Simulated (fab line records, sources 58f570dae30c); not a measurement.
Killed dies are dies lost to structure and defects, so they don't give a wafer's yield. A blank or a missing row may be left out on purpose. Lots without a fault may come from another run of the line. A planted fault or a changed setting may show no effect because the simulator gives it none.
One fault seen from 2 desks | flow berkeley_cmos170 | each desk has only its own numbers; what lay behind them comes last

THE METROLOGY DESK
What the gauges read, lot by lot, whatever tool the lot ran on: means of the sampled wafers that have a number. A lot is out of limits, marked OUT, if its mean lies more than 4 standard deviations from the usual mean; the brackets give that distance.
Columns: A = cd_nm at UCB170_M1_CD_MEAS_90, usual 700 nm
lot  | first seen here | A
L430 | day 8 05:58     | 700
L432 | day 8 13:52     | 698
L431 | day 8 14:36     | 707
L434 | day 9 04:59     | 700
L435 | day 9 06:19     | 697
L436 | day 9 16:53     | 707
L437 | day 9 17:26     | 700
L440 | day 10 03:35    | 701
L438 | day 10 04:55    | 697
L442 | day 10 22:20    | 701
L444 | day 11 13:27    | 685
L447 | day 12 00:04    | 684 (-4.1) OUT
L450 | day 12 01:10    | 703
L451 | day 12 17:17    | 706
This desk's finding: out of limits on L447; first on L447, day 12 00:04 (cd_nm at UCB170_M1_CD_MEAS_90). In limits: L430, L432, L431, L434, L435, L436, L437, L440, L438, L442, L444, L450, L451.

THE TOOL OWNER'S DESK: rie_metal-04
The tool's own readings at UCB170_M1_METAL_ETCH_12 (etches Al in Cl2/BCl3, stops on PSG, target depth 780 nm, time 130 s): means of the sampled wafers that have a number, for each lot that ran on this tool. A lot is out of limits, marked OUT, if its mean lies more than 4 standard deviations from the usual mean; the brackets give that distance.
Columns: A = drypump_motor_current_A at UCB170_M1_METAL_ETCH_12, usual 5.7 A; B = oes_product_au at UCB170_M1_METAL_ETCH_12, usual 0.852 a.u.; C = run_length_s at UCB170_M1_METAL_ETCH_12, usual 158.5 s; D = throttle_valve_pct at UCB170_M1_METAL_ETCH_12, usual 24.34 %
lot  | first seen here | A   | B                | C               | D
L430 | day 8 05:30     | 5.9 | 0.845            | 158.8           | 24.17
L434 | day 9 04:45     | 5.9 | 0.868            | 159.0           | 24.22
L437 | day 9 17:12     | 5.9 | 0.852            | 159.2           | 24.21
L438 | day 10 04:41    | 5.9 | 0.861            | 159.2           | 24.28
L444 | day 11 13:13    | 5.9 | 0.729 (-9.5) OUT | 211.1 (+88) OUT | 24.33
L447 | day 11 23:50    | 5.9 | 0.725 (-9.7) OUT | 210.9 (+87) OUT | 24.30
This desk's finding: out of limits on L444, L447; first on L444, day 11 13:13 (oes_product_au at UCB170_M1_METAL_ETCH_12). In limits: L430, L434, L437, L438.

PUT TOGETHER
The tool owner's desk could have raised an alarm at day 11 13:13, on L444, L447.
The metrology desk could have raised an alarm at day 12 00:04, on L447.
The metrology desk has L444 on record, within its limits.
Of the lots named, all ran UCB170_M1_METAL_ETCH_12 on rie_metal-04.

WHAT THE SIMULATOR HAD PUT IN
Process parameter drift: rie_metal-04, from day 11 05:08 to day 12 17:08, at UCB170_M1_METAL_ETCH_12. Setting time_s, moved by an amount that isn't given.
Lots struck among those shown: L444, L447.
Hours from the fault's start to each desk's first reading out of limits: the tool owner's desk, 8; the metrology desk, 19.
